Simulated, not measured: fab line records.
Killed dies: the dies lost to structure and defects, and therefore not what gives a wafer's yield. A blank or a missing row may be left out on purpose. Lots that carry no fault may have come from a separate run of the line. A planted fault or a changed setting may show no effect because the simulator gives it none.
Comparing a struck lot with a sound one | flow ritCmos | 18 steps out of a route of 202
Sound: the wafers L718.1, L718.3, L718.4. Wafers L720.1, L720.2, L720.3 were the ones struck. The cause is named last.
For every step that has rows: the tool of each side, followed by ch and its chambers, followed by its first start. Under that, the readings that differ: sound wafers | struck wafers | difference of the means | sigmas: that difference in standard deviations of wafers without a fault.
alike: words and numbers the same on both sides, and readings whose means are apart by under 2 such deviations; not compared: readings that were withheld, readings missing a value for some wafer, numbers with overlapping values and no deviation given by the record, and bounds like >300 which may hide the same value.
Wherever a step has rows on one side only, a row that says differs or no value, or a row with sigmas, the two part there. When numbers do not overlap yet have no deviation, they are printed without sigmas and do not part them. Lack of a reading on every wafer of one side parts them only where that side has two or more wafers.

RIT_M1_SPUTTER_00: material Al, target thk 400 nm, time 500 s.
  sound: pvdSputter-03 at day 4 05:35; struck: pvdSputter-03 at day 4 13:14
  alike: throttleValvePct
RIT_M1_RS_MEAS_01: a four-point-probe measurement.
  sound: filmMetro-03 at day 4 05:52; struck: filmMetro-01 at day 4 13:31
  alike: M1_AL_RS
RIT_M1_THK_MEAS_02: measures by xrf.
  sound: filmMetro-03 at day 4 05:59; struck: filmMetro-01 at day 4 13:38
  alike: M1_AL_THK
then, 6 steps without rows for these wafers: RIT_M1_HMDS_03 (prime time 60 s); RIT_M1_COAT_04 (resist thk 1300 nm); RIT_M1_SOFTBAKE_05 (time 60 s); RIT_M1_EXPOSE_06 (exposes mask M12, target cd 2600 nm); RIT_M1_PEB_07; RIT_M1_DEVELOP_08 (develop time 68 s).
RIT_M1_CD_MEAS_09 targets a cd of 2600 nm.
  sound: cdSem-01 at day 4 06:56; struck: cdSem-02 at day 4 14:46
reading   | sound                | struck               | difference | sigmas
cdNm (nm) | 2597.0 2597.1 2597.5 | 2600.3 2602.8 2600.0 | +3.8       | +2
RIT_M1_OVL_MEAS_10:
  sound: overlay-01 at day 4 07:03; struck: overlay-01 at day 4 14:53
  alike: M1_OVL
then, 1 step without rows for these wafers: RIT_M1_HARDBAKE_11 (time 120 s).
RIT_M1_METAL_ETCH_12: etches Al in Cl2/BCl3, stops on SiO2, time 165 s, target depth 600 nm.
  sound on rieMetal-04 ch 0,1, day 4 07:20; struck on rieMetal-02 ch 0,1, day 4 15:11
  no value came back on the struck wafers for any of 6 readings (bcl3FlowSccm (sccm), chamberPressureMTorr (mTorr) and others); on the sound wafers bcl3FlowSccm (sccm) reads 49.87 49.92 49.90
reading                                 | sound             | struck         | difference | sigmas
model.NOVOLAK_of_M1_COAT_04.thkNm (nm)  | 822.6 824.1 812.8 | 1138 1136 1136 | +317       | 
model.SiO2_of_CONTACT_CVD_00.thkNm (nm) | 357.4 368.4 364.1 | 397 383.4 398  | +30        | 
  not compared: rfHoursCounterH
then, 1 step without rows for these wafers: RIT_M1_STRIP_13 (strips in nmp, time 600 s).
RIT_M1_STRIP_14: strips in O2, time 180 s.
  sound on plasmaAsher-04 ch 0,1, day 4 07:41; struck on plasmaAsher-04 ch 0,1, day 4 15:32
  alike: drypumpMotorCurrentA
  not compared: rfHoursCounterH
RIT_M1_CD_MEAS_90 targets a cd of 2600 nm.
  sound: cdSem-02 at day 4 07:51; struck: cdSem-02 at day 4 15:43
reading   | sound                | struck | difference                    | sigmas
cdNm (nm) | 2598.5 2599.3 2597.7 | - - -  | no value on the struck wafers | 
then, 1 step without rows for these wafers: RIT_M1_ANNEAL_15 (time 1800 s).
RIT_M1_PROBE_99:
  sound: prober-02 at day 4 09:35; struck: prober-02 at day 4 17:27
reading                 | sound          | struck          | difference | sigmas
defectLimitedYield (%)  | 97.7 97.3 97.3 | 0 0 0           | -97        | -81
killed_at_M0_to_M3      | 0 0 0          | 261 263 263     | +262       | 
killedDies              | 6 7 7          | 264 264 264     | +257       | +80
killedOnRim             | 1 3 3          | 70 70 70        | +68        | +48
sort_bin_5_function (%) | 1.1 1.5 1.5    | 99.6 100.0 99.6 | +98.4      | +99 or more
sortNPass               | 258 257 257    | 0 0 0           | -257       | -80
sortYieldPct (%)        | 97.7 97.3 97.3 | 0 0 0           | -97        | -81
  alike: killedAtFrontEnd, killedOpen, killedShort, sort_bin_3_pad_short, sort_bin_6_memory

== WHERE THEY PART ==
First at RIT_M1_CD_MEAS_09; last, within this record, at RIT_M1_PROBE_99.

WHY: what the simulator had put in
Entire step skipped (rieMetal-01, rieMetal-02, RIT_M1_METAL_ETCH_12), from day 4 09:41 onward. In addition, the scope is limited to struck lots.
